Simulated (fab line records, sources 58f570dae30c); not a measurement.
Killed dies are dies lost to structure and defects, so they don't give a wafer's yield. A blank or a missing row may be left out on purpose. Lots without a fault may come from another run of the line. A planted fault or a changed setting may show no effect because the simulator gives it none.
Which tool did it? | flow berkeley_cmos170 | 14 lots, 42 wafers sampled, at 5 steps of a route of 331

WHAT THE GAUGES READ, wafer by wafer
UCB170_NWELL_THK_MEAS_02.
lot  | measured    | on            | NWELL_OXIDE_THK (nm)
L996 | day 2 00:19 | film_metro-02 | 26.7 26.2 26.1
L995 | day 2 00:20 | film_metro-01 | 26.5 26.9 26.6
L997 | day 2 08:35 | film_metro-04 | 26.6 26.2 26.1
L998 | day 2 14:26 | film_metro-04 | 27.1 26.9 27.6
L100 | day 2 21:38 | film_metro-04 | 26.3 26.5 25.8
L999 | day 2 21:39 | film_metro-01 | 26.4 26.1 26.6
L101 | day 3 05:20 | film_metro-04 | 27.2 26.9 26.5
L102 | day 3 13:29 | film_metro-02 | 26.6 27.0 26.8
L105 | day 4 02:14 | film_metro-02 | 26.4 26.4 26.1
L110 | day 5 02:27 | film_metro-01 | 26.5 26.6 26.3
L111 | day 5 08:24 | film_metro-04 | 26.6 25.8 25.7
L112 | day 5 15:30 | film_metro-02 | 26.3 26.7 27.2
L115 | day 6 03:36 | film_metro-02 | 26.2 26.2 26.5
L117 | day 6 13:46 | film_metro-01 | 26.9 27.1 27.0

UCB170_NWELL_TW_MEAS_16.
lot  | measured    | on            | NWELL_TW
L996 | day 2 06:22 | film_metro-04 | 1281 1282 1287
L995 | day 2 06:39 | film_metro-04 | 1273 1274 1279
L997 | day 2 15:34 | film_metro-04 | 1286 1284 1272
L998 | day 2 20:52 | film_metro-02 | 1232 1228 1230
L100 | day 3 06:38 | film_metro-02 | 1234 1238 1233
L999 | day 3 06:49 | film_metro-04 | 1292 1288 1285
L101 | day 3 14:41 | film_metro-01 | 1253 1255 1248
L102 | day 3 21:27 | film_metro-02 | 1228 1233 1232
L105 | day 4 09:05 | film_metro-02 | 1228 1226 1230
L110 | day 5 10:32 | film_metro-02 | 1237 1228 1242
L111 | day 5 14:33 | film_metro-01 | 1027 1025 1025
L112 | day 5 21:50 | film_metro-01 | 1027 1022 1024
L115 | day 6 11:23 | film_metro-01 | 1253 1257 1256
L117 | day 6 22:14 | film_metro-01 | 1256 1248 1253

UCB170_NVT_OVL_MEAS_06.
lot  | measured    | on         | NVT_OVL (nm)
L996 | day 5 06:41 | overlay-02 | 4 2 3
L995 | day 5 06:23 | overlay-02 | 4 -1 3
L997 | day 5 16:19 | overlay-01 | 12 -1 9
L998 | day 5 22:06 | overlay-01 | 6 8 10
L100 | day 6 03:36 | overlay-02 | -5 -5 -9
L999 | day 6 03:53 | overlay-01 | 1 2 -3
L101 | day 6 14:19 | overlay-02 | 7 -1 0
L102 | day 6 23:51 | overlay-01 | 3 4 8
L105 | day 7 07:50 | overlay-01 | -6 6 4
L110 | day 8 17:07 | overlay-02 | -5 3 6
L111 | day 8 17:23 | overlay-01 | 12 11 1
L112 | day 9 02:31 | overlay-02 | 7 1 6
L115 | day 9 09:38 | overlay-01 | 9 7 6
L117 | day 9 23:37 | overlay-01 | 5 6 4

UCB170_NLDD_OVL_MEAS_07.
lot  | measured     | on         | NLDD_OVL (nm)
L996 | day 6 00:01  | overlay-01 | -5 -2 -2
L995 | day 5 23:44  | overlay-01 | -7 -9 -7
L997 | day 6 09:59  | overlay-01 | 1 -1 -7
L998 | day 6 17:43  | overlay-01 | -13 -5 -8
L100 | day 6 22:30  | overlay-02 | -6 -9 -7
L999 | day 6 22:54  | overlay-01 | -3 -4 -4
L101 | day 7 11:08  | overlay-01 | -5 -4 -6
L102 | day 7 23:17  | overlay-01 | 1 -5 3
L105 | day 8 01:55  | overlay-01 | 4 -2 2
L110 | day 9 11:25  | overlay-02 | -6 -1 -5
L111 | day 9 11:35  | overlay-01 | -12 -7 -9
L112 | day 9 18:32  | overlay-01 | -5 0 1
L115 | day 10 04:43 | overlay-02 | 3 0 3
L117 | day 10 18:34 | overlay-02 | -7 -6 -13

WHICH TOOL RAN EACH LOT (tool, then ch and the chambers of the sampled wafers, then the start)
lot  | UCB170_NWELL_IMPLANT_14
L996 | implanter-03 ch 0, day 2 06:07
L995 | implanter-03 ch 0, day 2 06:26
L997 | implanter-01 ch 0, day 2 15:20
L998 | implanter-02 ch 0, day 2 20:37
L100 | implanter-03 ch 0, day 3 06:23
L999 | implanter-02 ch 0, day 3 06:35
L101 | implanter-02 ch 0, day 3 14:29
L102 | implanter-03 ch 0, day 3 21:14
L105 | implanter-03 ch 0, day 4 08:50
L110 | implanter-01 ch 0, day 5 10:19
L111 | implanter-01 ch 0, day 5 14:19
L112 | implanter-01 ch 0, day 5 21:35
L115 | implanter-03 ch 0, day 6 11:08
L117 | implanter-03 ch 0, day 6 21:59
- UCB170_NWELL_IMPLANT_14

WHAT THE TOOLS THEMSELVES READ (means of the sampled wafers that have a number; where no wafer has one, the mark that the record gives instead)
UCB170_NWELL_IMPLANT_14.
lot  | tool         | dose_ions_cm2 | faraday_current_uA
L996 | implanter-03 | 1.0008e+13    | 31.0
L995 | implanter-03 | 9.9830e+12    | 31.9
L997 | implanter-01 | 1.0010e+13    | 30.8
L998 | implanter-02 | 1.0011e+13    | 31.3
L100 | implanter-03 | 1.0015e+13    | 31.2
L999 | implanter-02 | 1.0010e+13    | 31.5
L101 | implanter-02 | 9.9897e+12    | 31.8
L102 | implanter-03 | 9.9953e+12    | 31.9
L105 | implanter-03 | 9.9973e+12    | 31.7
L110 | implanter-01 | 1.0004e+13    | 31.1
L111 | implanter-01 | 5.2823e+12    | 16.7
L112 | implanter-01 | 5.2783e+12    | 17.1
L115 | implanter-03 | 9.9977e+12    | 31.3
L117 | implanter-03 | 1.0009e+13    | 31.7

THE ANSWER, worked out from the rows above alone
Rule: what is usual is taken from the lots themselves. Put in order of their means at a reading, lots are off if they are a third of the lots or fewer, leave a main group of 4 or more, and stand apart from it by a gap of 3 or more times the standard deviation of the main group's means; of several such gaps the widest counts. A main group whose means are all the same, to the digits that the tables above print for the reading, isn't used. A lot without any number at a reading at which 4 lots or more have one is off too. The other lots that the step has rows for count as sound. The gauges are gone through in route order, then the tools' own readings, and for those a lot's mean is taken as printed above. The first step at which some lot is off is used, and at that step the reading that is off furthest; a lot without a number counts as furthest.
Off: L111, L112, at UCB170_NWELL_TW_MEAS_16 (NWELL_TW). The main group: mean 1254, standard deviation 22.
A tool fits if, at a process step before that reading, it ran every lot that is off, and no sound lot after the first of them. The gauges at UCB170_NWELL_TW_MEAS_16 aren't tried: what is off there is off at UCB170_NWELL_IMPLANT_14 too, on other tools, and a gauge's error can't cause that. One fits: implanter-01 at UCB170_NWELL_IMPLANT_14. Its last sound lot is L110 (day 5 10:19), its first lot that is off L111 (day 5 14:19): a fault that began between those two fits.
The tool's own readings at UCB170_NWELL_IMPLANT_14 bear it out: on the lots that are off they differ by more than 5 times the standard deviation of the sound lots' means. dose_ions_cm2 reads 5.2803e+12 there against 1.0002e+13 on the sound lots; faraday_current_uA reads 16.9 there against 31.4 on the sound lots.

WHAT THE SIMULATOR HAD PUT IN
Process parameter drift: implanter-01, from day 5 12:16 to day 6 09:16, at UCB170_NWELL_IMPLANT_14. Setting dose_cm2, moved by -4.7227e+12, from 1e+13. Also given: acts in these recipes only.
Lots struck among those shown: L111, L112. The rule above found the same.
